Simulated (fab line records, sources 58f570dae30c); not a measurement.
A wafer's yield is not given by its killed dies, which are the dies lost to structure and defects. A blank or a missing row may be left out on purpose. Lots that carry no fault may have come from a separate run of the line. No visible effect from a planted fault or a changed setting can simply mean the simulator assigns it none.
Struck lot and sound lot, side by side | flow berkeley_cmos170 | 19 out of 331 route steps
Sound: these wafers, L107.1, L107.3, L107.4. The struck wafers were L117.1, L117.2, L117.6. At the end, the cause is stated.
For every step that has rows: the tool of each side, followed by ch and its chambers, followed by its first start. Under that, the readings that differ: sound wafers | struck wafers | difference of the means | sigmas: that difference in standard deviations of wafers without a fault.
alike: readings whose means differ by less than 2 such deviations, and words and numbers that are the same on both sides. not compared: withheld readings, readings that some wafer has no value for, bounds like >300 that may hide the same value, and numbers for which the record gives no deviation and whose values overlap.
The two part at a step that has a row with sigmas, a row that says differs or no value, or rows on one side only. Numbers that have no deviation but don't overlap get no sigmas and don't part them. A reading that every wafer of one side lacks parts them only if that side has two wafers or more.

UCB170_M1_CD_MEAS_90: target cd 700 nm.
  sound on cd_sem-02, day 8 08:09; struck on cd_sem-01, day 10 08:16
  alike: cd_nm
then, 1 step without rows for these wafers: UCB170_M1_ANNEAL_14 (time 1200 s).
UCB170_V1_CVD_00: deposits SiO2 from TEOS/O2, target thk 2000 nm, time 250 s.
  sound on pecvd-04 ch 0,2, day 8 10:57; struck on pecvd-03 ch 0,1, day 10 12:25
  alike: heater_power_w, pressure_mtorr
UCB170_V1_THK_MEAS_01:
  sound on film_metro-04, day 8 11:07; struck on film_metro-01, day 10 12:39
  alike: V1_TEOS_THK
UCB170_V1_CMP_02: polishes SiO2.
  sound on cmp-01 ch 0,1,3, day 8 11:24; struck on cmp-02 ch 1,2, day 10 12:43
  alike: motor_current_A, retaining_ring_pressure_frac
UCB170_V1_BOW_MEAS_03:
  sound on film_metro-02, day 8 11:39; struck on film_metro-02, day 10 13:01
  alike: V1_BOW
UCB170_V1_THK_MEAS_04:
  sound on film_metro-02, day 8 11:46; struck on film_metro-02, day 10 13:08
  alike: V1_POLISHED_THK
then, 5 steps without rows for these wafers: UCB170_V1_CLEAN_05 (cleans in DIW); UCB170_V1_HMDS_06 (prime time 60 s); UCB170_V1_COAT_07 (resist thk 900 nm); UCB170_V1_SOFTBAKE_08 (time 60 s); UCB170_V1_EXPOSE_09 (exposes mask VIA1, target cd 700 nm).
UCB170_V1_PEB_10:
  sound on litho_track-03 ch 0, day 8 13:15; struck on litho_track-02 ch 0, day 10 14:01
  reading                  | sound                | struck            | difference                    | sigmas
  heater_power_total_W (W) | 56.88 56.79 56.84    | 62.42 62.49 62.49 | +5.63                         | +99 or more
  plate_temp_C (C)         | 129.87 130.10 129.99 | - - -             | no value on the struck wafers |
then, 1 step without rows for these wafers: UCB170_V1_DEVELOP_11 (develop time 45 s).
UCB170_V1_CD_MEAS_12: target cd 700 nm.
  sound on cd_sem-02, day 8 13:32; struck on cd_sem-01, day 10 14:22
  reading    | sound             | struck            | difference | sigmas
  cd_nm (nm) | 700.6 699.3 699.8 | 682.3 682.1 682.8 | -17.5      | -13
UCB170_V1_OVL_MEAS_13:
  sound on overlay-01, day 8 13:39; struck on overlay-02, day 10 14:29
  reading     | sound   | struck | difference | sigmas
  V1_OVL (nm) | 8 12 12 | 2 -1 4 | -9         | -2
UCB170_V1_ETCH_14: etches SiO2 in CHF3/CF4/Ar, stops on Al, target depth 1250 nm, time 291 s.
  sound on rie_diel-01 ch 1,2,3, day 8 13:41; struck on rie_diel-02 ch 1,2,3, day 10 14:32
  reading             | sound           | struck            | difference | sigmas
  model.V1.cd_nm (nm) | 699 698.8 699.1 | 682.4 681.4 683.2 | -16.6      |
  alike: CHF3_flow_sccm, drypump_motor_current_A, oes_product_au, throttle_valve_pct
  not compared: rf_hours_counter_h
UCB170_V1_STRIP_15: strips in O2.
  sound on plasma_asher-01 ch 0,1, day 8 13:52; struck on plasma_asher-01 ch 0,1, day 10 14:42
  alike: drypump_motor_current_A, oes_product_au, strip_time_to_endpoint_s
  not compared: rf_hours_counter_h
following that, these wafers have no rows for 1 step: UCB170_M3_PROBE_99.

WHERE THEY PART
Earliest at UCB170_V1_PEB_10; latest, in this record, at UCB170_V1_OVL_MEAS_13. Later steps at which nothing parts them and some readings are alike: UCB170_V1_ETCH_14, UCB170_V1_STRIP_15.

WHY: what the simulator had put in
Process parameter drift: litho_track-02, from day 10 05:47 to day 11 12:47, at UCB170_V1_PEB_10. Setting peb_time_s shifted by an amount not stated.
